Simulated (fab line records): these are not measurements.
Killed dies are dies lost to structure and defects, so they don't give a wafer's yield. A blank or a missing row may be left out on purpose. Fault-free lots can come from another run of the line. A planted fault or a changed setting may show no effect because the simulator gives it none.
Which tool did it? || flow ritCmos || Sampling: 15 lots, 45 wafers, 2 of 202 route steps

WHAT EACH GAUGE READ, for each wafer
RIT_PLDD_TW_MEAS_10.
{"lot": "L760", "measured": "day 3 10:17", "on": "filmMetro-01", "PLDD_TW": "2363 2351 2362"}
{"lot": "L761", "measured": "day 3 14:36", "on": "filmMetro-02", "PLDD_TW": "2311 2292 2298"}
{"lot": "L764", "measured": "day 4 06:43", "on": "filmMetro-01", "PLDD_TW": "2365 2360 2353"}
{"lot": "L765", "measured": "day 4 11:45", "on": "filmMetro-02", "PLDD_TW": "2307 2298 2309"}
{"lot": "L766", "measured": "day 4 18:40", "on": "filmMetro-04", "PLDD_TW": "2336 2341 2335"}
{"lot": "L771", "measured": "day 5 14:56", "on": "filmMetro-02", "PLDD_TW": "2302 2298 2301"}
{"lot": "L773", "measured": "day 5 23:16", "on": "filmMetro-01", "PLDD_TW": "30 30 30"}
{"lot": "L774", "measured": "day 6 06:40", "on": "filmMetro-01", "PLDD_TW": "30 30 30"}
{"lot": "L775", "measured": "day 6 09:01", "on": "filmMetro-02", "PLDD_TW": "29 29 30"}
{"lot": "L776", "measured": "day 6 09:34", "on": "filmMetro-04", "PLDD_TW": "2341 2344 2338"}
{"lot": "L778", "measured": "day 6 23:09", "on": "filmMetro-02", "PLDD_TW": "2305 2313 2312"}
{"lot": "L779", "measured": "day 7 20:49", "on": "filmMetro-02", "PLDD_TW": "2315 2303 2311"}
{"lot": "L781", "measured": "day 7 21:05", "on": "filmMetro-01", "PLDD_TW": "2367 2355 2347"}
{"lot": "L780", "measured": "day 7 21:19", "on": "filmMetro-01", "PLDD_TW": "2348 2355 2351"}
{"lot": "L782", "measured": "day 8 05:48", "on": "filmMetro-04", "PLDD_TW": "2327 2332 2325"}

WHAT TOOL EACH LOT RAN ON (gives the tool, then ch and the chambers of the sampled wafers, and finally the start)
{"lot": "L760", "RIT_NLDD_STRIP_09": "plasmaAsher-04 ch 0,1, day 3 08:34"}
{"lot": "L761", "RIT_NLDD_STRIP_09": "plasmaAsher-03 ch 0,1, day 3 12:49"}
{"lot": "L764", "RIT_NLDD_STRIP_09": "plasmaAsher-01 ch 1, day 4 05:07"}
{"lot": "L765", "RIT_NLDD_STRIP_09": "plasmaAsher-04 ch 0,1, day 4 09:56"}
{"lot": "L766", "RIT_NLDD_STRIP_09": "plasmaAsher-04 ch 0,1, day 4 16:56"}
{"lot": "L771", "RIT_NLDD_STRIP_09": "plasmaAsher-01 ch 0,1, day 5 13:11"}
{"lot": "L773", "RIT_NLDD_STRIP_09": "plasmaAsher-03 ch 0,1, day 5 21:42"}
{"lot": "L774", "RIT_NLDD_STRIP_09": "plasmaAsher-01 ch 0, day 6 04:57"}
{"lot": "L775", "RIT_NLDD_STRIP_09": "plasmaAsher-01 ch 0,1, day 6 07:19"}
{"lot": "L776", "RIT_NLDD_STRIP_09": "plasmaAsher-03 ch 0,1, day 6 07:52"}
{"lot": "L778", "RIT_NLDD_STRIP_09": "plasmaAsher-01 ch 0,1, day 6 21:19"}
{"lot": "L779", "RIT_NLDD_STRIP_09": "plasmaAsher-01 ch 0,1, day 7 19:05"}
{"lot": "L781", "RIT_NLDD_STRIP_09": "plasmaAsher-03 ch 0,1, day 7 19:14"}
{"lot": "L780", "RIT_NLDD_STRIP_09": "plasmaAsher-04 ch 0,1, day 7 19:20"}
{"lot": "L782", "RIT_NLDD_STRIP_09": "plasmaAsher-03 ch 0,1, day 8 04:11"}
- RIT_NLDD_STRIP_09: strips in O2, time 180 s.

WHAT THE TOOLS THEMSELVES READ (means of the sampled wafers that have a number; where no wafer has one, the mark that the record gives instead)
RIT_NLDD_STRIP_09.
{"lot": "L760", "tool": "plasmaAsher-04", "chamberPressureMTorr (mTorr)": 4003, "drypumpMotorCurrentA (A)": 6.1}
{"lot": "L761", "tool": "plasmaAsher-03", "chamberPressureMTorr (mTorr)": 4003, "drypumpMotorCurrentA (A)": 5.9}
{"lot": "L764", "tool": "plasmaAsher-01", "chamberPressureMTorr (mTorr)": 3998, "drypumpMotorCurrentA (A)": 5.6}
{"lot": "L765", "tool": "plasmaAsher-04", "chamberPressureMTorr (mTorr)": 4001, "drypumpMotorCurrentA (A)": 6.1}
{"lot": "L766", "tool": "plasmaAsher-04", "chamberPressureMTorr (mTorr)": 4001, "drypumpMotorCurrentA (A)": 6.2}
{"lot": "L771", "tool": "plasmaAsher-01", "chamberPressureMTorr (mTorr)": 3996, "drypumpMotorCurrentA (A)": 5.8}
{"lot": "L773", "tool": "plasmaAsher-03", "chamberPressureMTorr (mTorr)": "-", "drypumpMotorCurrentA (A)": "-"}
{"lot": "L774", "tool": "plasmaAsher-01", "chamberPressureMTorr (mTorr)": "-", "drypumpMotorCurrentA (A)": "-"}
{"lot": "L775", "tool": "plasmaAsher-01", "chamberPressureMTorr (mTorr)": "-", "drypumpMotorCurrentA (A)": "-"}
{"lot": "L776", "tool": "plasmaAsher-03", "chamberPressureMTorr (mTorr)": 3999, "drypumpMotorCurrentA (A)": 5.9}
{"lot": "L778", "tool": "plasmaAsher-01", "chamberPressureMTorr (mTorr)": 3997, "drypumpMotorCurrentA (A)": 6.0}
{"lot": "L779", "tool": "plasmaAsher-01", "chamberPressureMTorr (mTorr)": 4000, "drypumpMotorCurrentA (A)": 6.0}
{"lot": "L781", "tool": "plasmaAsher-03", "chamberPressureMTorr (mTorr)": 3996, "drypumpMotorCurrentA (A)": 5.9}
{"lot": "L780", "tool": "plasmaAsher-04", "chamberPressureMTorr (mTorr)": 3999, "drypumpMotorCurrentA (A)": 6.1}
{"lot": "L782", "tool": "plasmaAsher-03", "chamberPressureMTorr (mTorr)": 4003, "drypumpMotorCurrentA (A)": 5.9}

THE ANSWER, worked out from the rows above alone
Rule: what is usual is taken from the lots themselves. The widest of any qualifying gaps counts: lots, ordered by their means at a reading, are off when they make up no more than a third of the lots, leave a main group of 4 or more, and stand apart from it by 3 or more times the standard deviation of that group's means. Not used: any main group whose means are identical at the precision the tables above print for the reading. Also off: a lot with no number at a reading for which 4 or more lots have one. Where the step has rows for the other lots, those lots are counted as sound. First the gauges in route order, then the tools' own readings, where a lot's mean is used as printed above. The first step at which some lot is off is used, and at that step the reading that is off furthest; a lot without a number counts as furthest.
Off: at RIT_PLDD_TW_MEAS_10 (PLDD_TW), L773, L774, L775. For the main group the mean is 2330 and the standard deviation 23.
If a tool, at a process step before that reading, ran all the lots that are off and no sound lot after the first of them, it fits. Not tried: the gauges at RIT_PLDD_TW_MEAS_10; whatever is off there is also off at RIT_NLDD_STRIP_09, on other tools, and gauge error can't account for it. Of those tried, none fits.

WHAT HAD BEEN PUT IN BY THE SIMULATOR
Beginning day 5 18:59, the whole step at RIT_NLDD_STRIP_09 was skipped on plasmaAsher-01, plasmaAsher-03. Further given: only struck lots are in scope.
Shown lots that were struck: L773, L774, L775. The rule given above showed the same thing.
